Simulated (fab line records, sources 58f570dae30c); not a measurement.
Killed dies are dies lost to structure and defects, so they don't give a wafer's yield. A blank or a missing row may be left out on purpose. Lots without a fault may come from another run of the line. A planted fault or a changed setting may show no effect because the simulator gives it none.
Which tool did it? | flow berkeley_cmos170 | 14 lots, 42 wafers sampled, at 6 steps of a route of 331

WHAT THE GAUGES READ, wafer by wafer
UCB170_NWELL_THK_MEAS_02. Usual: NWELL_OXIDE_THK 26.4 nm, standard deviation 0.44.
lot  | measured    | on            | NWELL_OXIDE_THK (nm) | flag
L168 | day 2 04:33 | film_metro-02 | 27.2 27.0 27.1       |
L169 | day 2 04:35 | film_metro-03 | 27.4 27.2 26.8       |
L170 | day 2 11:01 | film_metro-01 | 26.8 26.7 26.9       |
L171 | day 2 16:20 | film_metro-03 | 26.8 26.4 26.8       |
L173 | day 3 02:06 | film_metro-03 | 26.9 27.0 26.4       |
L174 | day 3 11:14 | film_metro-02 | 26.2 25.9 26.1       |
L175 | day 3 18:41 | film_metro-02 | 26.4 27.0 26.7       |
L176 | day 4 00:34 | film_metro-02 | 25.8 26.0 26.2       |
L177 | day 4 00:34 | film_metro-03 | 26.4 25.9 26.1       |
L178 | day 4 07:53 | film_metro-02 | 26.3 25.9 26.0       |
L181 | day 4 23:53 | film_metro-03 | 25.8 26.7 26.5       |
L188 | day 6 08:29 | film_metro-03 | 26.6 26.2 26.1       |
L189 | day 6 15:55 | film_metro-01 | 26.7 26.7 26.5       |
L190 | day 6 18:32 | film_metro-02 | 26.6 26.1 26.3       |

UCB170_ACTIVE_THK_MEAS_06. Usual: ACTIVE_NITRIDE_THK 220.4 nm, standard deviation 2.3.
lot  | measured    | on            | ACTIVE_NITRIDE_THK (nm) | flag
L168 | day 4 02:57 | film_metro-01 | 221.9 223.1 222.9       |
L169 | day 4 02:56 | film_metro-03 | 219.4 220.4 221.5       |
L170 | day 4 17:19 | film_metro-01 | 218.2 218.7 216.7       |
L171 | day 4 17:19 | film_metro-04 | 218.7 219.0 219.2       |
L173 | day 5 08:37 | film_metro-03 | 223.9 220.8 223.9       |
L174 | day 5 14:54 | film_metro-04 | 68.4 68.2 67.7          | OFF
L175 | day 5 20:30 | film_metro-01 | 69.3 68.8 69.2          | OFF
L176 | day 6 02:47 | film_metro-04 | 219.7 219.0 218.9       |
L177 | day 6 02:47 | film_metro-01 | 219.6 217.9 217.8       |
L178 | day 6 12:52 | film_metro-03 | 217.0 218.4 219.6       |
L181 | day 7 01:12 | film_metro-04 | 221.8 219.8 219.5       |
L188 | day 8 19:58 | film_metro-01 | 220.5 223.1 219.1       |
L189 | day 8 19:58 | film_metro-04 | 219.5 220.1 220.0       |
L190 | day 8 22:43 | film_metro-01 | 223.7 224.3 225.1       |

UCB170_FIELD_THK_MEAS_90. Usual: FIELD_OXIDE_LEFT_1_THK 441 nm, standard deviation 12.
lot  | measured    | on            | FIELD_OXIDE_LEFT_1_THK (nm) | flag
L168 | day 4 22:18 | film_metro-02 | 453 457 458                 |
L169 | day 4 22:18 | film_metro-04 | 459 447 449                 |
L170 | day 5 09:53 | film_metro-03 | 433 448 441                 |
L171 | day 5 09:53 | film_metro-02 | 424 442 432                 |
L173 | day 6 01:02 | film_metro-03 | 423 425 426                 |
L174 | day 6 07:13 | film_metro-04 | 434 438 434                 |
L175 | day 6 16:20 | film_metro-03 | 436 438 429                 |
L176 | day 6 18:43 | film_metro-02 | 436 433 436                 |
L177 | day 6 18:43 | film_metro-03 | 425 428 429                 |
L178 | day 7 09:38 | film_metro-04 | 448 439 442                 |
L181 | day 7 17:45 | film_metro-03 | 446 454 452                 |
L188 | day 9 11:01 | film_metro-04 | 432 436 428                 |
L189 | day 9 11:01 | film_metro-03 | 430 430 421                 |
L190 | day 9 18:01 | film_metro-04 | 433 425 428                 |

WHICH TOOL RAN EACH LOT (tool, then ch and the chambers of the sampled wafers, then the start)
lot  | UCB170_ZERO_STRIP_07                | UCB170_ACTIVE_CVD_05       | UCB170_ACTIVE_ETCH_15
L168 | plasma_asher-03 ch 0,1, day 1 23:17 | lpcvd-01 ch 1, day 4 00:58 | rie_diel-04 ch 2,3, day 4 04:20
L169 | plasma_asher-03 ch 0,1, day 2 02:42 | lpcvd-01 ch 1, day 4 00:58 | rie_diel-01 ch 0,3, day 4 04:11
L170 | plasma_asher-03 ch 0,1, day 2 07:54 | lpcvd-01 ch 0, day 4 14:26 | rie_diel-02 ch 2,3, day 4 18:43
L171 | plasma_asher-03 ch 0,1, day 2 13:47 | lpcvd-01 ch 0, day 4 14:26 | rie_diel-02 ch 1,2,3, day 4 19:08
L173 | plasma_asher-02 ch 0,1, day 2 22:59 | lpcvd-02 ch 1, day 5 06:42 | rie_diel-04 ch 0,1,2, day 5 09:55
L174 | plasma_asher-02 ch 0,1, day 3 05:46 | lpcvd-02 ch 0, day 5 12:59 | rie_diel-01 ch 1,2,3, day 5 15:58
L175 | plasma_asher-01 ch 0,1, day 3 12:13 | lpcvd-02 ch 1, day 5 18:35 | rie_diel-01 ch 0,1,2, day 5 21:47
L176 | plasma_asher-02 ch 0,1, day 3 18:38 | lpcvd-01 ch 0, day 6 00:52 | rie_diel-04 ch 0,1,2, day 6 04:27
L177 | plasma_asher-01 ch 1, day 3 22:55   | lpcvd-01 ch 0, day 6 00:52 | rie_diel-01 ch 0,1,3, day 6 04:11
L178 | plasma_asher-02 ch 0,1, day 4 04:38 | lpcvd-01 ch 1, day 6 10:56 | rie_diel-04 ch 0,1,3, day 6 13:58
L181 | plasma_asher-01 ch 0,1, day 4 21:02 | lpcvd-01 ch 1, day 6 23:16 | rie_diel-04 ch 0,1, day 7 02:22
L188 | plasma_asher-01 ch 0, day 6 04:45   | lpcvd-02 ch 0, day 8 18:02 | rie_diel-01 ch 0,3, day 8 21:22
L189 | plasma_asher-01 ch 0,1, day 6 11:43 | lpcvd-02 ch 1, day 8 18:02 | rie_diel-02 ch 0,2,3, day 8 21:44
L190 | plasma_asher-02 ch 0,1, day 6 14:20 | lpcvd-02 ch 1, day 8 20:47 | rie_diel-02 ch 1,2,3, day 9 00:11
- UCB170_ZERO_STRIP_07: strips in O2.
- UCB170_ACTIVE_CVD_05: deposits Si3N4 from SiH2Cl2/NH3, target thk 220 nm, time 3300 s.
- UCB170_ACTIVE_ETCH_15: etches Si3N4 in CH3F/Ar/O2, stops on SiO2, target depth 242 nm, time 151 s.

WHAT THE TOOLS THEMSELVES READ (means of the sampled wafers that have a number; where no wafer has one, the mark that the record gives instead)
UCB170_ZERO_STRIP_07. Usual: drypump_motor_current_A 5.8 A, standard deviation 0.43; oes_product_au 0.727 a.u., standard deviation 0.0045; strip_time_to_endpoint_s 21.47 s, standard deviation 0.059.
lot  | tool            | drypump_motor_current_A (A) | oes_product_au (a.u.) | strip_time_to_endpoint_s (s) | flag
L168 | plasma_asher-03 | 5.5                         | 0.728                 | 21.42                        |
L169 | plasma_asher-03 | 5.5                         | 0.727                 | 21.52                        |
L170 | plasma_asher-03 | 5.6                         | 0.726                 | 21.47                        |
L171 | plasma_asher-03 | 5.6                         | 0.732                 | 21.37                        |
L173 | plasma_asher-02 | 6.3                         | 0.731                 | 21.50                        |
L174 | plasma_asher-02 | 6.0                         | 0.720                 | 21.48                        |
L175 | plasma_asher-01 | 5.4                         | 0.722                 | 21.49                        |
L176 | plasma_asher-02 | 6.2                         | 0.728                 | 21.47                        |
L177 | plasma_asher-01 | 5.2                         | 0.727                 | 21.47                        |
L178 | plasma_asher-02 | 6.0                         | 0.732                 | 21.37                        |
L181 | plasma_asher-01 | 5.4                         | 0.727                 | 21.56                        |
L188 | plasma_asher-01 | 5.4                         | 0.727                 | 21.48                        |
L189 | plasma_asher-01 | 5.3                         | 0.731                 | 21.49                        |
L190 | plasma_asher-02 | 6.0                         | 0.727                 | 21.43                        |

UCB170_ACTIVE_ETCH_15. Usual: drypump_motor_current_A 5.8 A, standard deviation 0.47; oes_product_au 0.940 a.u., standard deviation 0.013; throttle_valve_pct 8.08 %, standard deviation 0.14.
lot  | tool        | drypump_motor_current_A (A) | oes_product_au (a.u.) | throttle_valve_pct (%) | flag
L168 | rie_diel-04 | 5.1                         | 0.959                 | 8.01                   |
L169 | rie_diel-01 | 5.5                         | 0.953                 | 8.10                   |
L170 | rie_diel-02 | 5.9                         | 0.926                 | 8.22                   |
L171 | rie_diel-02 | 5.7                         | 0.923                 | 8.18                   |
L173 | rie_diel-04 | 5.7                         | 0.941                 | 8.04                   |
L174 | rie_diel-01 | 6.1                         | 0.555                 | 7.99                   | OFF
L175 | rie_diel-01 | 6.2                         | 0.556                 | 7.96                   | OFF
L176 | rie_diel-04 | 5.6                         | 0.933                 | 8.03                   |
L177 | rie_diel-01 | 5.8                         | 0.940                 | 8.04                   |
L178 | rie_diel-04 | 6.0                         | 0.928                 | 8.04                   |
L181 | rie_diel-04 | 6.0                         | 0.939                 | 7.97                   |
L188 | rie_diel-01 | 5.6                         | 0.956                 | 8.09                   |
L189 | rie_diel-02 | 5.7                         | 0.939                 | 8.20                   |
L190 | rie_diel-02 | 5.7                         | 0.940                 | 8.18                   |

THE ANSWER, worked out from the rows above alone
Rule: a lot is off if the mean of its wafers that have a number lies more than 3 standard deviations from the usual mean. A lot without any number at a reading at which 4 lots or more have one is off too. The other lots that the step has rows for count as sound. The gauges are gone through in route order, then the tools' own readings, and for those a lot's mean is taken as printed above. The first step at which some lot is off is used, and at that step the reading that is off furthest; a lot without a number counts as furthest.
Off: L174, L175, at UCB170_ACTIVE_THK_MEAS_06 (ACTIVE_NITRIDE_THK).
A tool fits if, at a process step before that reading, it ran every lot that is off, and no sound lot after the first of them. The gauges at UCB170_ACTIVE_THK_MEAS_06 aren't tried: what is off there is off at UCB170_ACTIVE_ETCH_15 too, on other tools, and a gauge's error can't cause that. None of those tried fits.

WHAT THE SIMULATOR HAD PUT IN
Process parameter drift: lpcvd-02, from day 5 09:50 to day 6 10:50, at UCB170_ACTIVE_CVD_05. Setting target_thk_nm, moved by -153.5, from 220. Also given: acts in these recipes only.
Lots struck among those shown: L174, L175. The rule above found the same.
